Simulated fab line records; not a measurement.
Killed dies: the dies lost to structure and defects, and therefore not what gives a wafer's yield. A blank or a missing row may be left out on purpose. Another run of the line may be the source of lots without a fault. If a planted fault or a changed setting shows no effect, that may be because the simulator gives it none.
Check of tool commonality + flow berkeley_cmos170 + 13 lots and 39 wafers in the sample

## WHY THIS WAS OPENED
At UCB170_NWELL_THK_MEAS_05 the reading NWELL_NITRIDE_THK is flagged on 2 of 13 lots. Fault-free wafers read 222.4 nm, with a standard deviation of 1.9.
Rule: a lot is flagged when every wafer of it that has a number lies more than 4 standard deviations from that mean, or none has a number. The other lots count as sound.

| lot  | measured    | on            | NWELL_NITRIDE_THK (nm), wafer by wafer | flag    |
|------|-------------|---------------|----------------------------------------|---------|
| L441 | day 2 03:43 | film_metro-01 | 220.8 221.8 221.9                      |         |
| L442 | day 2 09:59 | film_metro-01 | 222.7 222.0 222.9                      |         |
| L443 | day 2 13:43 | film_metro-01 | 222.0 225.6 222.3                      |         |
| L444 | day 3 00:14 | film_metro-01 | 224.3 224.1 224.0                      |         |
| L445 | day 3 00:19 | film_metro-01 | 221.5 221.7 222.1                      |         |
| L446 | day 3 06:35 | film_metro-01 | 221.5 221.9 220.5                      |         |
| L447 | day 3 10:28 | film_metro-01 | 223.5 224.0 224.7                      |         |
| L448 | day 3 15:11 | film_metro-03 | 225.2 223.1 225.3                      |         |
| L453 | day 4 22:25 | film_metro-01 | 295.6 294.2 293.8                      | FLAGGED |
| L454 | day 4 22:25 | film_metro-03 | 289.7 293.0 291.2                      | FLAGGED |
| L455 | day 5 07:47 | film_metro-04 | 220.6 221.6 220.4                      |         |
| L461 | day 6 09:32 | film_metro-03 | 222.9 223.7 224.7                      |         |
| L462 | day 6 14:43 | film_metro-03 | 224.4 222.6 224.0                      |         |
On average the flagged lots' numbers are 292.9 nm, which is +70.5 nm against the usual, or +37 standard deviations.

## WHICH TOOL RAN EACH LOT
The record keeps 1 process step preceding the reading, out of 331 steps on the route. Read each cell as the tool, then ch plus the chambers that the sampled wafers visited, then the start.
| lot  | flag    | UCB170_NWELL_CVD_04        |
|------|---------|----------------------------|
| L441 |         | lpcvd-02 ch 1, day 2 01:46 |
| L442 |         | lpcvd-01 ch 1, day 2 08:03 |
| L443 |         | lpcvd-01 ch 1, day 2 11:47 |
| L444 |         | lpcvd-01 ch 1, day 2 22:13 |
| L445 |         | lpcvd-01 ch 1, day 2 22:13 |
| L446 |         | lpcvd-02 ch 1, day 3 04:38 |
| L447 |         | lpcvd-02 ch 1, day 3 08:31 |
| L448 |         | lpcvd-01 ch 0, day 3 12:17 |
| L453 | FLAGGED | lpcvd-02 ch 1, day 4 20:28 |
| L454 | FLAGGED | lpcvd-02 ch 1, day 4 20:28 |
| L455 |         | lpcvd-01 ch 1, day 5 05:50 |
| L461 |         | lpcvd-01 ch 1, day 6 07:36 |
| L462 |         | lpcvd-01 ch 1, day 6 12:47 |
What is done by these steps:
- UCB170_NWELL_CVD_04: deposits Si3N4 from SiH2Cl2/NH3, target thk 224 nm, time 3360 s.
- UCB170_NWELL_THK_MEAS_05

## FLAGGED AGAINST TOTAL, ONE TOOL AT A TIME (gauges that did the reading follow at the end)
| step                     | tool          | lots run | flagged | share of the flagged lots | sound lots run after its first flagged lot |
|--------------------------|---------------|----------|---------|---------------------------|--------------------------------------------|
| UCB170_NWELL_CVD_04      | lpcvd-01      | 8        | 0       | none                      | -                                          |
| UCB170_NWELL_CVD_04      | lpcvd-02      | 5        | 2       | all                       | 0                                          |
| UCB170_NWELL_THK_MEAS_05 | film_metro-01 | 8        | 1       | some                      | 0                                          |
| UCB170_NWELL_THK_MEAS_05 | film_metro-03 | 4        | 1       | some                      | 2 (L461,L462)                              |
| UCB170_NWELL_THK_MEAS_05 | film_metro-04 | 1        | 0       | none                      | -                                          |

## WHAT IS ALLOWED BY THE TABLE
All flagged lots share 1 row of the table, namely lpcvd-02 at UCB170_NWELL_CVD_04.
- lpcvd-02 at UCB170_NWELL_CVD_04 ran 5 lots, 2 of them flagged. A fault beginning between L447 (day 3 08:31), its last sound lot, and L453 (day 4 20:28), its first flagged one, fits the data.
What remains is a single tool, lpcvd-02 at UCB170_NWELL_CVD_04.

## WHAT THE SIMULATOR HAD PUT IN
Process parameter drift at UCB170_NWELL_CVD_04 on lpcvd-02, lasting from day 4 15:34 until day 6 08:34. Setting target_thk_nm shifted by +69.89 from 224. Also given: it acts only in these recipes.
Lots struck among those shown: L453, L454. The same result came from the rule above.
